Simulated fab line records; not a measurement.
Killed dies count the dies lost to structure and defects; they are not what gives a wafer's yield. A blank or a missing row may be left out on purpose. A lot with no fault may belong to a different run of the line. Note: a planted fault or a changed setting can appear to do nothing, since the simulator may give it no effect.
One fault seen from 2 desks || flow rit-cmos || numbers are kept per desk, each desk with only its own; the story behind them comes last

## AT THE TOOL OWNER'S DESK: litho-track-01
The tool's own readings at RIT_ACTIVE_DEVELOP_10 (develop time 50 s): means of the sampled wafers that have a number, for each lot that ran on this tool. A lot is out of limits, marked OUT, if its mean lies more than 4 standard deviations from the usual mean; the brackets give that distance.
Columns: A = exhaust-pa at RIT_ACTIVE_DEVELOP_10, usual 45.2 Pa
{"lot": "L180", "first seen here": "day 1 14:00", "A": 45.8}
{"lot": "L181", "first seen here": "day 1 19:00", "A": 45.4}
{"lot": "L182", "first seen here": "day 2 00:00", "A": 45.3}
{"lot": "L183", "first seen here": "day 2 05:00", "A": 45.3}
{"lot": "L185", "first seen here": "day 2 15:00", "A": 45.0}
{"lot": "L199", "first seen here": "day 5 13:00", "A": 46.2}
{"lot": "L203", "first seen here": "day 6 09:00", "A": 44.9}
This desk's finding: nothing out of limits on any of the 7 lots.

## METROLOGY DESK
What the gauges read for every lot (on any tool): the sampled wafers with a number, averaged. A lot is out of limits, marked OUT, if its mean lies more than 4 standard deviations from the usual mean; the brackets give that distance.
Columns: A = cd-nm at RIT_ACTIVE_CD_MEAS_11, usual 1399.4 nm
{"lot": "L180", "first seen here": "day 1 14:35", "A": 1399.6}
{"lot": "L181", "first seen here": "day 1 19:35", "A": 1399.4}
{"lot": "L182", "first seen here": "day 2 00:58", "A": 1398.5}
{"lot": "L183", "first seen here": "day 2 05:35", "A": 1405.3}
{"lot": "L184", "first seen here": "day 2 10:28", "A": 1400.5}
{"lot": "L185", "first seen here": "day 2 15:34", "A": "1409.0 (+4.2) OUT"}
{"lot": "L193", "first seen here": "day 4 08:16", "A": 1394.6}
{"lot": "L196", "first seen here": "day 4 22:37", "A": 1398.7}
{"lot": "L197", "first seen here": "day 5 03:34", "A": 1398.8}
{"lot": "L199", "first seen here": "day 5 13:26", "A": 1402.6}
{"lot": "L200", "first seen here": "day 5 18:43", "A": 1396.9}
{"lot": "L201", "first seen here": "day 5 23:35", "A": 1397.1}
{"lot": "L202", "first seen here": "day 6 04:26", "A": 1396.2}
{"lot": "L203", "first seen here": "day 6 09:28", "A": 1398.5}
This desk's finding: out of limits on L185; first on L185, day 2 15:34 (cd-nm at RIT_ACTIVE_CD_MEAS_11). L180, L181, L182, L183, L184, L193, L196, L197, L199, L200, L201, L202, L203: within limits.

## ALL TOGETHER
L185 would have let the metrology desk raise an alarm at day 2 15:34.
Nothing out of limits was seen by the tool owner's desk.
Tool owner's desk: L185 on record, inside its limits.
On litho-track-01, each named lot ran RIT_ACTIVE_DEVELOP_10.

## WHAT THE SIMULATOR PUT IN
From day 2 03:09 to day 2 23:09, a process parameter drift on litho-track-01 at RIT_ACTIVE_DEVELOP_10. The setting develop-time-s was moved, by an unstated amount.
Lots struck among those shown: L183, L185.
Time in hours between the start of the fault and the first out-of-limits reading at each desk: metrology desk, 12.
